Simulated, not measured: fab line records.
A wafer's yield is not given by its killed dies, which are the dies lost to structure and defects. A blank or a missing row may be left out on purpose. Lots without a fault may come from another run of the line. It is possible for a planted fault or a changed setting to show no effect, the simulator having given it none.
Which tool did it?	flow rit-cmos	45 wafers sampled from 15 lots at 1 step of a route of 202

WHAT THE GAUGES READ, wafer by wafer
Not one reading of a measure or inspect step in the record can be checked against a usual standard deviation.

TOOL THAT RAN EACH LOT (tool first, then ch and the chambers of the sampled wafers, then the start)
lot	RIT_FOX1_OXIDATION_00
L785	furnace-01 ch 0, day 1 16:39
L787	furnace-02 ch 0, day 2 01:31
L788	furnace-03 ch 0, day 2 07:17
L790	furnace-03 ch 0, day 2 16:43
L791	furnace-03 ch 0, day 2 21:40
L793	furnace-01 ch 0, day 3 08:29
L794	furnace-03 ch 0, day 3 14:03
L795	furnace-02, day 3 17:38
L796	furnace-03, day 3 23:14
L797	furnace-01, day 4 03:38
L800	furnace-02 ch 0, day 4 18:38
L805	furnace-01 ch 0, day 5 19:41
L806	furnace-01 ch 0, day 6 02:07
L807	furnace-02 ch 0, day 6 06:25
L808	furnace-02 ch 0, day 6 13:47
- RIT_FOX1_OXIDATION_00: target thk 350.7 nm, ox time 1130 s.

WHAT THE TOOLS THEMSELVES READ (means of the sampled wafers that have a number; where no wafer has one, the mark that the record gives instead)
RIT_FOX1_OXIDATION_00.
lot	tool	ox-temp-c (C)	ox-temp-c-max	zone-power-load-pct (%)
L785	furnace-01	1100.0	1105.1	44.9
L787	furnace-02	1100.4	1106.4	42.0
L788	furnace-03	1100.2	1106.2	41.1
L790	furnace-03	1100.4	1105.5	40.5
L791	furnace-03	1100.3	1106.5	40.4
L793	furnace-01	1100.2	1104.2	45.1
L794	furnace-03	1099.9	1104.9	40.8
L795	furnace-02	-	-	-
L796	furnace-03	-	-	-
L797	furnace-01	-	-	-
L800	furnace-02	1099.6	1105.6	42.3
L805	furnace-01	1100.1	1104.8	45.1
L806	furnace-01	1100.1	1105.0	44.7
L807	furnace-02	1099.9	1105.3	41.9
L808	furnace-02	1099.7	1105.7	42.5

THE ANSWER, worked out from the rows above alone
Rule: the lots themselves supply what counts as usual. Put in order of their means at a reading, lots are off if they are a third of the lots or fewer, leave a main group of 4 or more, and stand apart from it by a gap of 3 or more times the standard deviation of the main group's means; of several such gaps the widest counts. A main group whose means are all the same, to the digits that the tables above print for the reading, isn't used. A lot without any number at a reading at which 4 lots or more have one is off too. Any other lot the step has rows for is counted as sound. Order of review: gauges by route order, followed by the tools' own readings, for which a lot's mean as printed above is used. The first step at which some lot is off is used, and at that step the reading that is off furthest; a lot without a number counts as furthest.
Off at RIT_FOX1_OXIDATION_00 (ox-temp-c): L795, L796, L797. Without a number there: L795, L796, L797. For the main group the mean is 1100.1 C and the standard deviation 0.25.
A tool fits if, at that step or a process step before it, it ran every lot that is off, and no sound lot after the first of them. None of those tried fits.

WHAT WAS PUT IN BY THE SIMULATOR
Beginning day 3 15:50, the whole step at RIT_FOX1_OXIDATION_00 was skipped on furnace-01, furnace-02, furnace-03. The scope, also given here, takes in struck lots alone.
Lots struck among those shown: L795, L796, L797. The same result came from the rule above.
